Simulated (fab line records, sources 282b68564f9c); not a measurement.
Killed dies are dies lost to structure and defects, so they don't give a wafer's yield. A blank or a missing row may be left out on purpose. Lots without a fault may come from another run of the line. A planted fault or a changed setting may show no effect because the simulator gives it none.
fab line records | flow rit_cmos
record lots=6 wafers=18 last_day=8
route steps=202 shown SILICIDE@167 CONTACT@168 M1@184
lots that met no fault: from a run of the same line without faults
start_h: hours from the record's first day to the start of the lot's first wafer shown | wait_h: hours since the lot's step before | " the same as in the row above | L1.1+2: a row that stands for several wafers | - no value, or no start given | * or withheld: withheld | < > ~ a bound
route shown NAME@n: a module of which the file shows steps, and the number in the route of the first | usual: mean/standard deviation of fault-free wafers | same: alike in all rows | chamber/n: place in a boat | sites: the reading at each site | _std_site: their standard deviation | _edge_site: outer sites' mean less inner sites' | radius_mm: how far each site lies from the wafer's centre | mask NAME#n: copy n | behind: the tool/chamber that last shaped the wafer | hold: why the lot was held/for how many hours/how that ended | device: the transistor (n, p or np) that didn't switch | end of line: the same wafers' tests at the end of the route | a step without rows: its recipe alone | killed: dies lost to structure and defects at the first sort, not the wafer's yield | map: a wafer's dies, x killed, . not, _ none there
set.NAME: the setting as run; set.NAME@STEP: as run at that earlier step | model.NAME: the simulator's own value behind a step, which no gauge read
lots at some steps of the route; a table a step, a row a wafer
services: from which hour (start_h, from the record's first day; less than 0 if before it) a tool's chamber was out of use, for how many hours, and why
## steps
# step RIT_SILICIDE_RTA_06
# recipe temp_c=750 time_s=10 idle_temp_c=25 ramp_up_s=5 ramp_down_s=10 cool_to_c=25 ambient=N2
# usual wafer_temp_C_max=753.8/0.76
# columns lot.wafer tool chamber start_h wait_h wafer_temp_C_max
L569.1 rtp_anneal-02 0 80.33 0.0 754.4
L569.3 " 0 " " 753.0
L569.4 " 0 " " 752.1
L570.1 rtp_anneal-01 0 91.11 0.0 755.0
L570.2 " 0 " " 753.4
L570.4 " 0 " " 755.4
L581.2 rtp_anneal-02 0 159.23 0.0 752.6
L581.4 " 0 " " 752.6
L581.5 " 0 " " 753.4
L583.2 rtp_anneal-02 0 159.71 0.0 752.6
L583.3 " 0 " " 753.8
L583.5 " 0 " " 753.8
L584.1 rtp_anneal-01 0 170.72 0.0 755.0
L584.3 " 0 " " 754.3
L584.6 " 0 " " 755.6
L588.1 rtp_anneal-01 0 175.46 0.0 753.3
L588.2 " 0 " " 754.6
L588.5 " 0 " " 753.8
# step RIT_CONTACT_CVD_00
# recipe material=SiO2 target_thk_nm=400 precursor=TEOS temp_c=390 time_s=61 rf_w=414.4
# usual heater_power_w=298/42
# columns lot.wafer tool chamber start_h wait_h heater_power_w
L569.1 pecvd-02 2 80.40 0.1 286
L569.3 " 1 " " 288
L569.4 " 2 " " 296
L570.1 pecvd-01 1 91.18 0.1 319
L570.2 " 0 " " 346
L570.4 " 1 " " 328
L581.2 pecvd-02 1 159.28 0.0 270
L581.4 " 1 " " 275
L581.5 " 0 " " 282
L583.2 pecvd-04 1 159.76 0.0 256
L583.3 " 2 " " 278
L583.5 " 2 " " 283
L584.1 pecvd-01 1 170.79 0.1 339
L584.3 " 2 " " 257
L584.6 " 0 " " 390
L588.1 pecvd-01 1 175.53 0.1 269
L588.2 " 0 " " 379
L588.5 " 0 " " 405
# step RIT_CONTACT_THK_MEAS_01
# recipe reads=SiO2_of_CONTACT_CVD_00
# usual CONTACT_TEOS_THK=404/5
# columns lot.wafer tool chamber start_h wait_h CONTACT_TEOS_THK[nm]
L569.1 film_metro-01 - 80.47 0.1 397
L569.3 " - " " 406
L569.4 " - " " 404
L570.1 film_metro-01 - 91.23 0.0 397
L570.2 " - " " 405
L570.4 " - " " 409
L581.2 film_metro-03 - 159.34 0.0 404
L581.4 " - " " 411
L581.5 " - " " 408
L583.2 film_metro-04 - 159.82 0.0 395
L583.3 " - " " 395
L583.5 " - " " 404
L584.1 film_metro-04 - 170.84 0.0 401
L584.3 " - " " 402
L584.6 " - " " 413
L588.1 film_metro-03 - 175.58 0.0 400
L588.2 " - " " 402
L588.5 " - " " 412
# step RIT_CONTACT_HMDS_02
# recipe prime_time_s=60 prime_temp_c=140
# step RIT_CONTACT_COAT_03
# recipe resist=NOVOLAK spin_rpm=3250 resist_thk_nm=1000
# step RIT_CONTACT_SOFTBAKE_04
# recipe resist=NOVOLAK temp_c=90 time_s=60
# step RIT_CONTACT_EXPOSE_05
# recipe mask_id=M11 na=0.6 source_shape=conventional sigma_outer=0.5 target_cd_nm=1000 dose_mj=250
# step RIT_CONTACT_PEB_06
# recipe resist=NOVOLAK temp_c=withheld time_s=withheld
# step RIT_CONTACT_DEVELOP_07
# recipe resist=NOVOLAK develop_time_s=120 dev_temp_c=23
# step RIT_CONTACT_CD_MEAS_08
# recipe target_cd_nm=1000
# usual cd_nm=1000.0/2.2
# columns lot.wafer tool chamber start_h wait_h cd_nm
L569.1 cd_sem-02 - 81.62 - 996.9
L569.3 " - " " 997.5
L569.4 " - " " 997.5
L570.1 cd_sem-02 - 92.38 - 999.7
L570.2 " - " " 1001.1
L570.4 " - " " 997.6
L581.2 cd_sem-01 - 160.51 - 998.0
L581.4 " - " " 997.3
L581.5 " - " " 995.1
L583.2 cd_sem-02 - 161.19 - 998.3
L583.3 " - " " 999.6
L583.5 " - " " 1000.5
L584.1 cd_sem-02 - 172.12 - 1004.3
L584.3 " - " " 1003.6
L584.6 " - " " 1002.7
L588.1 cd_sem-02 - 176.68 - 1000.2
L588.2 " - " " 998.7
L588.5 " - " " 999.7
# step RIT_CONTACT_OVL_MEAS_09
# usual CONTACT_OVL=1.2/1.6
# columns lot.wafer tool chamber start_h wait_h CONTACT_OVL[nm]
L569.1 overlay-01 - 81.74 0.1 0.7
L569.3 " - " " -2.1
L569.4 " - " " 0.4
L570.1 overlay-01 - 92.50 0.1 2.0
L570.2 " - " " 0.6
L570.4 " - " " 2.0
L581.2 overlay-02 - 160.61 0.1 2.7
L581.4 " - " " 4.3
L581.5 " - " " 1.7
L583.2 overlay-01 - 161.30 0.1 0.2
L583.3 " - " " -0.1
L583.5 " - " " 1.4
L584.1 overlay-01 - 172.24 0.1 0.6
L584.3 " - " " -0.2
L584.6 " - " " 1.4
L588.1 overlay-01 - 176.80 0.1 1.5
L588.2 " - " " 1.1
L588.5 " - " " 0.5
# step RIT_CONTACT_HARDBAKE_10
# recipe resist=NOVOLAK temp_c=140 time_s=60
# step RIT_CONTACT_ETCH_11
# recipe target_depth_a=4800 over_etch_frac=0.2 stop_on=TiSi2 chemistry=CHF3/CF4/Ar target=SiO2 CHF3_flow_sccm=50 cf4_flow_sccm=10 Ar_flow_sccm=100 O2_flow_sccm=5 pressure_mtorr=100 rf_w=200 time_s=320
# usual drypump_motor_current_A=5.8/0.48 oes_product_au=0.987/0.014 throttle_valve_pct=8.84/0.19
# columns lot.wafer tool chamber start_h wait_h drypump_motor_current_A oes_product_au rf_hours_counter_h throttle_valve_pct
L569.1 rie_diel-03 3 81.93 0.1 5.7 0.968 79 8.95
L569.3 " 1 " " 6.0 0.987 160 8.55
L569.4 " 0 " " 6.5 0.983 1 8.75
L570.1 rie_diel-03 2 92.68 0.1 5.8 1.004 145 9.10
L570.2 " 0 " " 6.5 0.981 2 8.74
L570.4 " 0 " " 6.5 0.979 - 8.76
L581.2 rie_diel-03 1 161.09 0.1 6.0 0.984 1 8.54
L581.4 " 0 " " 6.5 0.979 3 8.74
L581.5 " 0 " " 6.5 0.978 - 8.76
L583.2 rie_diel-03 1 161.52 0.1 6.0 0.994 1 8.56
L583.3 " 2 " " 5.8 1.008 146 9.11
L583.5 " 0 " " 6.5 0.981 - 8.75
L584.1 rie_diel-04 0 172.43 0.1 5.7 0.977 14 8.67
L584.3 " 3 " " 5.5 0.969 6 8.72
L584.6 " 3 " " 5.5 0.983 - 8.72
L588.1 rie_diel-04 1 176.99 0.1 6.3 0.957 131 8.85
L588.2 " 3 " " 5.5 0.973 6 8.73
L588.5 " 1 " " 6.3 0.957 - 8.83
# step RIT_CONTACT_STRIP_12
# recipe chemistry=O2 time_s=175.2 resist=NOVOLAK platen_temp_c=withheld power_w=500 pressure_mtorr=4000 o2_flow_sccm=4000
# usual drypump_motor_current_A=5.9/0.58 o2_flow_sccm=4000/13 rf_refl_power_W=6.4/0.71
# columns lot.wafer tool chamber start_h wait_h drypump_motor_current_A o2_flow_sccm rf_hours_counter_h rf_refl_power_W
L569.1 plasma_asher-03 1 82.12 0.1 5.5 3993 43 7.0
L569.3 " 0 " " 5.9 3975 - 6.7
L569.4 " 1 " " 5.5 3987 - 7.0
L570.1 plasma_asher-01 0 92.88 0.1 6.8 4008 30 7.0
L570.2 " 1 " " 5.8 3996 30 6.4
L570.4 " 0 " " 6.7 4002 - 6.6
L581.2 plasma_asher-01 0 161.28 0.1 6.8 4010 36 6.6
L581.4 " 1 " " 5.7 3988 - 6.2
L581.5 " 0 " " 6.8 4005 - 6.7
L583.2 plasma_asher-01 1 161.71 0.1 5.8 4008 37 6.2
L583.3 " 1 " " 5.7 4004 - 6.1
L583.5 " 0 " " 6.8 3999 - 7.0
L584.1 plasma_asher-03 1 172.62 0.1 5.4 4009 7 6.9
L584.3 " 1 " " 5.4 4022 - 7.0
L584.6 " 1 " " 5.4 4016 - 6.8
L588.1 plasma_asher-01 1 177.18 0.1 5.8 3999 38 6.2
L588.2 " 0 " " 6.8 3999 38 6.4
L588.5 " 1 " " 5.7 4027 - 6.3
# step RIT_CONTACT_CD_MEAS_90
# recipe target_cd_nm=1000
# usual cd_nm=1000.0/2.2
# columns lot.wafer tool chamber start_h wait_h cd_nm
L569.1 cd_sem-02 - 82.30 0.1 997.1
L569.3 " - " " 997.7
L569.4 " - " " 997.0
L570.1 cd_sem-02 - 93.05 0.1 999.7
L570.2 " - " " 1000.8
L570.4 " - " " 996.9
L581.2 cd_sem-01 - 161.48 0.1 998.7
L581.4 " - " " 996.9
L581.5 " - " " 995.0
L583.2 cd_sem-02 - 161.91 0.1 999.3
L583.3 " - " " 999.2
L583.5 " - " " 1000.6
L584.1 cd_sem-02 - 172.80 0.1 1004.5
L584.3 " - " " 1003.0
L584.6 " - " " 1002.2
L588.1 cd_sem-02 - 177.36 0.1 1000.2
L588.2 " - " " 998.3
L588.5 " - " " 1000.0
# step RIT_CONTACT_CLEAN_13
# recipe chemistry=SC1 mix=3:3:50 time_s=600 temp_c=75
# step RIT_CONTACT_CLEAN_14
# recipe chemistry=SC2 mix=3:3:50 time_s=600 temp_c=75 dry=n2_spin
# step RIT_M1_SPUTTER_00
# recipe material=Al target_thk_nm=400 power_w=2000 chamber_pressure_pa=0.4 gas=Ar time_s=500 substrate_temp_c=25
# usual throttle_valve_pct=29.8/0.9
# columns lot.wafer tool chamber start_h wait_h throttle_valve_pct
L569.1 pvd_sputter-04 - 82.78 0.0 30.2
L569.3 " - " " 29.7
L569.4 " - " " 29.1
L570.1 pvd_sputter-01 - 93.56 0.0 29.7
L570.2 " - " " 28.6
L570.4 " - " " 28.7
L581.2 pvd_sputter-01 - 161.93 0.0 31.6
L581.4 " - " " 28.9
L581.5 " - " " 28.6
L583.2 pvd_sputter-04 - 162.44 0.0 30.1
L583.3 " - " " 30.7
L583.5 " - " " 29.7
L584.1 pvd_sputter-04 - 173.44 0.0 30.6
L584.3 " - " " 29.6
L584.6 " - " " 29.1
L588.1 pvd_sputter-04 - 178.00 0.0 30.9
L588.2 " - " " 29.2
L588.5 " - " " 30.4
# step RIT_M1_RS_MEAS_01
# recipe thk_meas_gauge=four-point-probe reads=Al_of_M1_SPUTTER_00
# usual M1_AL_RS=0.0734/0.00087
# columns lot.wafer tool chamber start_h wait_h M1_AL_RS[ohm/sq]
L569.1 film_metro-02 - 83.08 0.1 0.0734
L569.3 " - " " 0.0731
L569.4 " - " " 0.0743
L570.1 film_metro-04 - 93.85 0.1 0.0721
L570.2 " - " " 0.0719
L570.4 " - " " 0.0723
L581.2 film_metro-02 - 162.24 0.2 0.0739
L581.4 " - " " 0.0735
L581.5 " - " " 0.0727
L583.2 film_metro-04 - 162.75 0.2 0.0717
L583.3 " - " " 0.0730
L583.5 " - " " 0.0722
L584.1 film_metro-04 - 173.73 0.1 0.0730
L584.3 " - " " 0.0728
L584.6 " - " " 0.0728
L588.1 film_metro-02 - 178.30 0.1 0.0738
L588.2 " - " " 0.0741
L588.5 " - " " 0.0723
# step RIT_M1_THK_MEAS_02
# recipe thk_meas_gauge=xrf reads=Al_of_M1_SPUTTER_00
# usual M1_AL_THK=392/4.8
# columns lot.wafer tool chamber start_h wait_h M1_AL_THK[nm]
L569.1 film_metro-02 - 83.20 0.1 393
L569.3 " - " " 396
L569.4 " - " " 390
L570.1 film_metro-04 - 93.97 0.1 399
L570.2 " - " " 400
L570.4 " - " " 395
L581.2 film_metro-02 - 162.35 0.1 388
L581.4 " - " " 393
L581.5 " - " " 396
L583.2 film_metro-04 - 162.86 0.1 403
L583.3 " - " " 392
L583.5 " - " " 399
L584.1 film_metro-04 - 173.85 0.1 392
L584.3 " - " " 394
L584.6 " - " " 392
L588.1 film_metro-02 - 178.42 0.1 391
L588.2 " - " " 392
L588.5 " - " " 400
# step RIT_M1_HMDS_03
# recipe prime_time_s=60 prime_temp_c=140
# step RIT_M1_COAT_04
# recipe resist=NOVOLAK spin_rpm=2000 resist_thk_nm=1300
# step RIT_M1_SOFTBAKE_05
# recipe resist=NOVOLAK temp_c=90 time_s=60
# step RIT_M1_EXPOSE_06
# recipe mask_id=M12 na=0.6 source_shape=conventional sigma_outer=0.5 target_cd_nm=2600 dose_mj=250
# step RIT_M1_PEB_07
# recipe resist=NOVOLAK temp_c=withheld time_s=withheld
# step RIT_M1_DEVELOP_08
# recipe resist=NOVOLAK develop_time_s=68 dev_temp_c=23
# step RIT_M1_CD_MEAS_09
# recipe target_cd_nm=2600
# usual cd_nm=2600.0/2.5
# columns lot.wafer tool chamber start_h wait_h cd_nm
L569.1 cd_sem-02 - 84.81 - 2599.1
L569.3 " - " " 2599.9
L569.4 " - " " 2599.2
L570.1 cd_sem-02 - 94.91 - 2601.5
L570.2 " - " " 2603.2
L570.4 " - " " 2603.9
L581.2 cd_sem-01 - 163.78 - 2597.8
L581.4 " - " " 2597.2
L581.5 " - " " 2598.9
L583.2 cd_sem-02 - 164.10 - 2597.1
L583.3 " - " " 2595.5
L583.5 " - " " 2597.4
L584.1 cd_sem-01 - 174.79 - 2600.4
L584.3 " - " " 2600.1
L584.6 " - " " 2599.6
L588.1 cd_sem-01 - 179.60 - 2600.6
L588.2 " - " " 2600.6
L588.5 " - " " 2600.0
# step RIT_M1_OVL_MEAS_10
# usual M1_OVL=0.0/1.1
# columns lot.wafer tool chamber start_h wait_h M1_OVL[nm]
L569.1 overlay-02 - 84.93 0.1 1.3
L569.3 " - " " -1.7
L569.4 " - " " -1.5
L570.1 overlay-01 - 95.03 0.1 -0.3
L570.2 " - " " -0.5
L570.4 " - " " 0.3
L581.2 overlay-02 - 163.89 0.1 -0.7
L581.4 " - " " -0.3
L581.5 " - " " -2.3
L583.2 overlay-01 - 164.20 0.1 1.9
L583.3 " - " " -0.8
L583.5 " - " " -0.1
L584.1 overlay-02 - 174.91 0.1 -0.7
L584.3 " - " " 1.6
L584.6 " - " " -0.8
L588.1 overlay-02 - 179.72 0.1 0.3
L588.2 " - " " -0.8
L588.5 " - " " -1.6
# step RIT_M1_HARDBAKE_11
# recipe resist=NOVOLAK temp_c=140 time_s=120
# step RIT_M1_METAL_ETCH_12
# recipe stop_on=SiO2 chemistry=Cl2/BCl3 target=Al time_s=165 over_etch_frac=0.5 pressure_mtorr=100 target_depth_a=6000 rf_w=244.4 Cl2_flow_sccm=60 bcl3_flow_sccm=50
# step RIT_M1_STRIP_13
# recipe chemistry=nmp resist=NOVOLAK temp_c=80 time_s=600 dry=n2_spin
# step RIT_M1_STRIP_14
# recipe chemistry=O2 time_s=180 platen_temp_c=withheld power_w=500 pressure_mtorr=4000 o2_flow_sccm=4000
# usual drypump_motor_current_A=6.0/0.63 o2_flow_sccm=4000/11 rf_refl_power_W=6.4/1.1
# columns lot.wafer tool chamber start_h wait_h drypump_motor_current_A o2_flow_sccm rf_hours_counter_h rf_refl_power_W
L569.1 plasma_asher-03 0 85.66 0.0 5.9 4004 43 6.5
L569.3 " 0 " " 5.9 3996 - 6.5
L569.4 " 1 " " 5.5 3999 - 7.2
L570.1 plasma_asher-03 0 95.65 0.0 5.9 3995 44 6.5
L570.2 " 1 " " 5.5 3991 44 7.2
L570.4 " 1 " " 5.5 4003 - 7.0
L581.2 plasma_asher-03 1 164.68 0.0 5.5 4015 5 7.0
L581.4 " 0 " " 5.9 4003 - 6.6
L581.5 " 0 " " 5.9 3998 - 6.5
L583.2 plasma_asher-04 1 164.91 0.0 5.0 3993 51 5.0
L583.3 " 1 " " 5.0 3992 - 4.8
L583.5 " 0 " " 6.6 3976 - 6.5
L584.1 plasma_asher-04 1 175.54 0.0 5.0 3998 53 4.7
L584.3 " 1 " " 5.0 3993 - 4.5
L584.6 " 1 " " 5.0 3990 - 4.6
L588.1 plasma_asher-03 1 180.59 0.0 5.5 4006 8 7.0
L588.2 " 0 " " 5.9 4007 8 6.5
L588.5 " 1 " " 5.5 4027 - 7.0
# step RIT_M1_CD_MEAS_90
# recipe target_cd_nm=2600
# usual cd_nm=2601/3.1
# columns lot.wafer tool chamber start_h wait_h cd_nm
L569.1 cd_sem-02 - 85.85 0.1 2601
L569.3 " - " " 2597
L569.4 " - " " 2597
L570.1 cd_sem-02 - 95.83 0.1 2605
L570.2 " - " " 2601
L570.4 " - " " 2606
L581.2 cd_sem-02 - 164.88 0.1 2596
L581.4 " - " " 2595
L581.5 " - " " 2597
L583.2 cd_sem-01 - 165.11 0.1 2597
L583.3 " - " " 2596
L583.5 " - " " 2597
L584.1 cd_sem-02 - 175.71 0.1 2599
L584.3 " - " " 2599
L584.6 " - " " 2599
L588.1 cd_sem-01 - 180.77 0.1 2602
L588.2 " - " " 2604
L588.5 " - " " 2600
# step RIT_M1_ANNEAL_15
# recipe temp_c=450 time_s=1800 ambient=forming_gas_H2N2
# step RIT_M1_BOW_MEAS_16
# recipe mode=bow
# usual M1_BOW=17/6.7
# columns lot.wafer tool chamber start_h wait_h M1_BOW[um]
L569.1 film_metro-02 - 87.47 0.0 10
L569.3 " - " " 14
L569.4 " - " " 12
L570.1 film_metro-01 - 97.45 0.0 28
L570.2 " - " " 13
L570.4 " - " " 25
L581.2 film_metro-01 - 166.50 0.0 15
L581.4 " - " " 23
L581.5 " - " " 10
L583.2 film_metro-01 - 168.00 0.0 22
L583.3 " - " " 4
L583.5 " - " " 14
L584.1 film_metro-01 - 177.33 0.0 27
L584.3 " - " " 22
L584.6 " - " " 24
L588.1 film_metro-04 - 182.39 0.0 10
L588.2 " - " " 28
L588.5 " - " " 23
# step RIT_M1_PROBE_99
# usual killed_at_contacts=0.1/0.28 killed_at_front_end=7.1/2.8 killed_dies=7.1/2.9 killed_open=3.4/2 killed_short=3.6/2.1
# same gross_dies=264 killed_at_M0_to_M3=0 killed_at_M4_up=0 killed_at_back_side=0 killed_at_other=0
# columns lot.wafer tool chamber start_h wait_h killed_at_contacts killed_at_front_end killed_dies killed_open killed_short
L569.1 prober-02 - 87.59 0.1 0 13 13 5 8
L569.3 prober-02 - 87.69 0.2 0 9 9 6 3
L569.4 prober-02 - 87.74 0.2 0 4 4 0 4
L581.2 prober-02 - 166.65 0.1 35 6 41 2 4
L581.4 prober-02 - 166.75 0.2 35 8 43 5 3
L581.5 prober-02 - 166.80 0.2 34 7 41 3 4
L583.2 prober-01 - 168.15 0.1 28 4 32 1 3
L583.3 prober-01 - 168.20 0.2 35 6 41 3 3
L583.5 prober-01 - 168.30 0.2 33 10 43 2 8
L584.1 prober-02 - 177.45 0.1 0 4 4 3 1
L584.3 prober-02 - 177.55 0.2 0 15 15 7 8
L584.6 prober-02 - 177.70 0.2 0 5 5 4 1
L588.1 prober-01 - 182.51 0.1 0 6 6 2 4
L588.2 prober-01 - 182.56 0.1 0 4 4 1 3
L588.5 prober-01 - 182.71 0.2 0 10 10 2 8
# killed by level:class
L569.1 GATE:geometric_particle:open=4 SPACER:geometric_particle:short=3 FOX1:geometric_particle:short=2 FOX2:geometric_particle:short=2 GATE:geometric_particle:short=1 SPACER:geometric_particle:open=1
L569.3 GATE:geometric_particle:open=4 SPACER:geometric_particle:open=2 FOX1:geometric_particle:short=1 GATE:geometric_particle:short=1 SILICIDE:geometric_particle:short=1
L569.4 SPACER:geometric_particle:short=3 GATE:geometric_particle:short=1
L581.2 CONTACT:unspecified=35 GATE:geometric_particle:short=3 FOX1:geometric_particle:short=1 GATE:geometric_particle:open=1 SPACER:geometric_particle:open=1
L581.4 CONTACT:unspecified=35 GATE:geometric_particle:open=4 GATE:geometric_particle:short=2 FOX2:geometric_particle:short=1 REOX:geometric_particle:open=1
L581.5 CONTACT:unspecified=34 FOX1:geometric_particle:short=2 FOX1:geometric_particle:open=1 FOX2:geometric_particle:short=1 FOX2:geometric_particle:open=1 GATE:geometric_particle:short=1 REOX:geometric_particle:open=1
L583.2 CONTACT:unspecified=28 GATE:geometric_particle:short=2 GATE:geometric_particle:open=1 SPACER:geometric_particle:short=1
L583.3 CONTACT:unspecified=35 GATE:geometric_particle:short=2 FOX1:geometric_particle:short=1 FOX2:geometric_particle:open=1 GATE:geometric_particle:open=1 SILICIDE:geometric_particle:open=1
L583.5 CONTACT:unspecified=33 GATE:geometric_particle:short=4 FOX1:geometric_particle:short=1 FOX2:geometric_particle:short=1 GATE:geometric_particle:open=1 SPACER:geometric_particle:open=1 SPACER:geometric_particle:short=1 SILICIDE:geometric_particle:short=1
L584.1 GATE:geometric_particle:open=3 GATE:geometric_particle:short=1
L584.3 GATE:geometric_particle:short=5 GATE:geometric_particle:open=3 SILICIDE:geometric_particle:open=3 SPACER:geometric_particle:short=2 FOX2:geometric_particle:short=1 SPACER:geometric_particle:open=1
L584.6 GATE:geometric_particle:open=4 FOX2:geometric_particle:short=1
L588.1 GATE:geometric_particle:short=3 FOX1:geometric_particle:open=1 SPACER:geometric_particle:short=1 SILICIDE:geometric_particle:open=1
L588.2 FOX2:geometric_particle:short=1 GATE:geometric_particle:short=1 REOX:geometric_particle:short=1 SPACER:geometric_particle:open=1
L588.5 GATE:geometric_particle:short=5 FOX1:geometric_particle:short=1 FOX2:geometric_particle:short=1 REOX:geometric_particle:short=1 REOX:geometric_particle:open=1 SPACER:geometric_particle:open=1
# map L581.4 (x killed, . not)
________......._______
_____.............____
____.....x.........___
___.................__
__.........x........._
__......xxxxx........_
_.x.....xxxxxxx.......
_......xxxxxxxx.......
_......xxxxxxx........
_........xxxxx........
__........xx.x......._
__x.................._
___.......x...x....x__
____...............___
_____....x........____
________......._______
# map L583.5 (x killed, . not)
________......._______
_____.............____
____x..............___
___...........x....x__
__.........x........x_
__.......xxxx........_
_.......xxxxxx........
_......xxxxxxxx.......
_.....xxxxxxxxx.......
_........xxxx.x.......
__........x.x........_
__..........x.......x_
___................x__
____...............___
_____..x..........____
________......._______
## services
# columns tool chamber start_h hours kind
pvd_sputter-01 - 66.17 3.1 repair
plasma_asher-03 - 67.92 1.6 repair
rie_diel-03 - 86.39 1.6 repair
rie_diel-03 3 89.75 6.1 repair
rie_diel-03 - 91.46 0.5 repair
rie_diel-04 - 91.95 0.8 repair
rie_diel-03 1 99.35 - clean
rie_diel-03 1 99.35 19.9 scheduled_down
rie_diel-03 1 99.35 19.9 vent_cycle
plasma_asher-03 - 108.75 9.0 pm
plasma_asher-03 0 108.75 9.0 vent_cycle
plasma_asher-03 1 108.75 9.0 vent_cycle
plasma_asher-03 0 117.75 - clean
plasma_asher-03 1 117.75 - clean
plasma_asher-04 - 125.04 1.7 repair
pvd_sputter-04 - 131.29 7.4 repair
plasma_asher-01 - 132.82 4.3 pm
pecvd-01 0 143.69 15.9 repair
pecvd-04 0 144.91 11.5 repair
pvd_sputter-04 - 164.57 4.8 repair
pecvd-02 - 178.24 0.8 repair
## key
first_sign step=RIT_M1_PROBE_99 reading=killed_at_contacts direction=up sigmas=33 usual=0.1 struck=33.3
effect step=RIT_M1_PROBE_99 reading=killed_dies direction=up sigmas=12 usual=7.1 struck=40.2
met_at RIT_CONTACT_ETCH_11
struck_wafers L581.2,L581.4,L581.5,L583.2,L583.3,L583.5
tester_left_out L581,L583
onset_between 92.68 161.09
also_fits RIT_SILICIDE_RTA_06:rtp_anneal-02
fault kind=chamber_particle_source tool=rie_diel-03 chamber=- onset_h=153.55 steps=RIT_CONTACT_ETCH_11 rate_per_visit_cm2=1.2267 end_h=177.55
# tester_left_out: of these lots the tester's yield and bins aren't shown, on N5 and GAA mostly nor the transistor test; their killed dies are dies lost to structure and defects alone, not to doping, threshold or leakage, so they don't give the yield
